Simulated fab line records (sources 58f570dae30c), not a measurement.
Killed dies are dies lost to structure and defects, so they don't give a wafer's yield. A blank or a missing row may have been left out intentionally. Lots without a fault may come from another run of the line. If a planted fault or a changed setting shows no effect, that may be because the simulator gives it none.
A single fault, viewed from 2 desks | flow berkeleyCmos170 | only its own numbers are on each desk; what lay behind them is given at the end

== THE METROLOGY DESK ==
Means of the sampled wafers that have a number, per lot and without regard to the tool the lot ran on: this is what the gauges read. A lot is out of limits, marked OUT, if its mean lies more than 4 standard deviations from the usual mean; the brackets give that distance.
Columns: A = GATE_POLY_THK at UCB170_GATE_THK_MEAS_05, usual 214.2 nm; B = cdNm at UCB170_GATE_CD_MEAS_12, usual 349.9 nm; C = GATE_OVL at UCB170_GATE_OVL_MEAS_13, usual 1 nm
lot  | first seen here | A     | B     | C
L578 | day 7 10:56     | 213.8 | 349.7 | 3
L582 | day 7 20:14     | 216.0 | 349.9 | -1
L587 | day 8 19:40     | 212.0 | 349.3 | -3
L590 | day 9 12:40     | 214.4 | 351.0 | 8
L598 | day 11 18:12    | 215.6 | 350.4 | -4
L600 | day 11 18:14    | 214.7 | 348.7 | -2
Result from this desk: across the 6 lots, nothing is out of limits.

== AT THE TOOL OWNER'S DESK: rieSi-02 ==
The tool's own readings at UCB170_GATE_ETCH_15 (etches poly-Si in HBr/Cl2, stops on SiO2, time 56.3 s, target depth 278.2 nm): means of the sampled wafers that have a number, for each lot that ran on this tool. A lot is out of limits, marked OUT, if its mean lies more than 4 standard deviations from the usual mean; the brackets give that distance.
Columns: A = drypumpMotorCurrentA at UCB170_GATE_ETCH_15, usual 5.9 A; B = oesProductAu at UCB170_GATE_ETCH_15, usual 0.830 a.u.; C = throttleValvePct at UCB170_GATE_ETCH_15, usual 26.49 %
lot  | first seen here | A   | B               | C
L578 | day 7 12:34     | 6.7 | 0.825           | 26.38
L582 | day 7 21:56     | 6.4 | 0.834           | 26.45
L587 | day 8 21:24     | 6.4 | 0.823           | 26.52
L598 | day 11 19:26    | 6.4 | 0.953 (+12) OUT | 26.53
L600 | day 11 19:40    | 6.4 | 0.960 (+13) OUT | 26.53
This desk's verdict: out of limits on L598, L600, starting with L598 at day 11 19:26 (oesProductAu at UCB170_GATE_ETCH_15). L578, L582, L587 stayed within limits.

== BROUGHT TOGETHER ==
The tool owner's desk could have raised an alarm at day 11 19:26, on L598, L600.
Nothing out of limits was seen by the metrology desk.
The metrology desk has L598, L600 on record, within its limits.
UCB170_GATE_ETCH_15 was run on rieSi-02 by each of the lots named.

== WHAT THE SIMULATOR PUT IN ==
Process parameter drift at UCB170_GATE_ETCH_15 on rieSi-02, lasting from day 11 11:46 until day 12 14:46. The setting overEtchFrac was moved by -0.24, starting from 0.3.
Lots struck among those shown: L598, L600.
Each desk's first reading out of limits, in hours after the fault started: the tool owner's desk, 8.
